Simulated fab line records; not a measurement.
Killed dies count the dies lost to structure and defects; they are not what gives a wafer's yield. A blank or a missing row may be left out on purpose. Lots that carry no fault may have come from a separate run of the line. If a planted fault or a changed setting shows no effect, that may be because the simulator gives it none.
Problem report in the 8D (eight disciplines) form, filled by code | flow rit cmos | the parts of the form that need people (team, actions taken, sign-off) are left out

== 1. THE PROBLEM ==
tube center temp C at RIT_M1_ANNEAL_15 reads a mean of 420 C on 9 wafers of 3 lots; wafers without a fault read 450 C with a standard deviation of 0.041. That is -99 or more standard deviations from the usual mean.
The step: time 1800 s.
First observed at day 6 01:05: wafer L775.3, on furnace-02. The record has a number at this step for 39 wafers belonging to 13 lots. Rule for "out", or "out of limits": more than 4 standard deviations from the usual mean. All remaining wafers that have a number are taken as sound.

== 2. WHAT IT IS; WHAT IT IS NOT ==
question                    | is                                                                                                                                                                   | is not
which readings at this step | tube center temp C, spike tc centre C, spike tc load C, spike tc source C, tube_center_temp_C_max, zone power centre pct, zone power load pct, zone power source pct | -
which lots                  | L775, L776, L777                                                                                                                                                     | L763, L764, L765, L766, L767, L768, L769, L770, L771, L774
which wafers of those lots  | all that have a number                                                                                                                                               | -
read on which tools         | furnace-02                                                                                                                                                           | -
when                        | from day 6 01:05                                                                                                                                                     | up to then (30 sound wafers)

== 3. THE SUSPECTS, EACH WITH WHAT RULES IT OUT ==
Counting: a tool stays on the suspect list if, at a process step up to the reading, it processed all lots that are out and no sound lot following the first of them.
- plasma asher-01 at RIT_NSD_STRIP_09 (strips in O2, time 180 s): kept. It ran every lot that is out, first L775 (day 5 17:09), and no sound lot after that; its last sound lot up to then is L774 (day 5 08:08).
- furnace-02 at RIT_M1_ANNEAL_15 (time 1800 s): kept. It ran every lot that is out, first L775 (day 6 01:05), and no sound lot after that; its last sound lot up to then is L774 (day 5 17:05). On those wafers its own readings are out: spike tc centre C, spike tc load C, spike tc source C, tube center temp C, tube_center_temp_C_max, zone power centre pct, zone power load pct, zone power source pct.
The count leaves furnace-02 at RIT_M1_ANNEAL_15 and plasma asher-01 at RIT_NSD_STRIP_09.

== 4. THE CAUSE (what the simulator had put in) ==
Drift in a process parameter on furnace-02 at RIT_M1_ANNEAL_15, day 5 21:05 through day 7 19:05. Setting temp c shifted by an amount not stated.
Of the 2 suspects that counting leaves, this tool is one.

== 5. THE CHAIN OF EFFECTS, in route order ==
Each row: a reading where the mean over the struck wafers with a number is more than 3 standard deviations away from the usual. Scope: only readings with a usual standard deviation given in the record; hours: median across lots of the time from each lot's start at the first step in this table that gives one to its start at this step; sigmas: change in usual standard deviations.
hours | step             | reading                | usual   | on struck wafers | change | sigmas
0     | RIT_M1_ANNEAL_15 | spike tc centre C      | 452.7 C | 422.5            | -30.2  | -31
0     | RIT_M1_ANNEAL_15 | spike tc load C        | 468.5 C | 437.9            | -30.6  | -33
0     | RIT_M1_ANNEAL_15 | spike tc source C      | 463.8 C | 433.6            | -30.2  | -27
0     | RIT_M1_ANNEAL_15 | tube center temp C     | 450 C   | 420              | -30    | -99 or more
0     | RIT_M1_ANNEAL_15 | tube_center_temp_C_max | 451.18  | 421.10           | -30.08 | -99 or more
0     | RIT_M1_ANNEAL_15 | zone power centre pct  | 21.66 % | 20.07            | -1.59  | -7.2
0     | RIT_M1_ANNEAL_15 | zone power load pct    | 6.99 %  | 6.20             | -0.79  | -11
0     | RIT_M1_ANNEAL_15 | zone power source pct  | 8.14 %  | 7.23             | -0.91  | -12
Here are the process steps it includes:
- RIT_M1_ANNEAL_15: time 1800 s.

== 6. HOW IT WOULD HAVE BEEN CAUGHT EARLIER ==
The fault began at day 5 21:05; the first out-of-limits reading in this record came at day 6 01:05, 4 hours later.
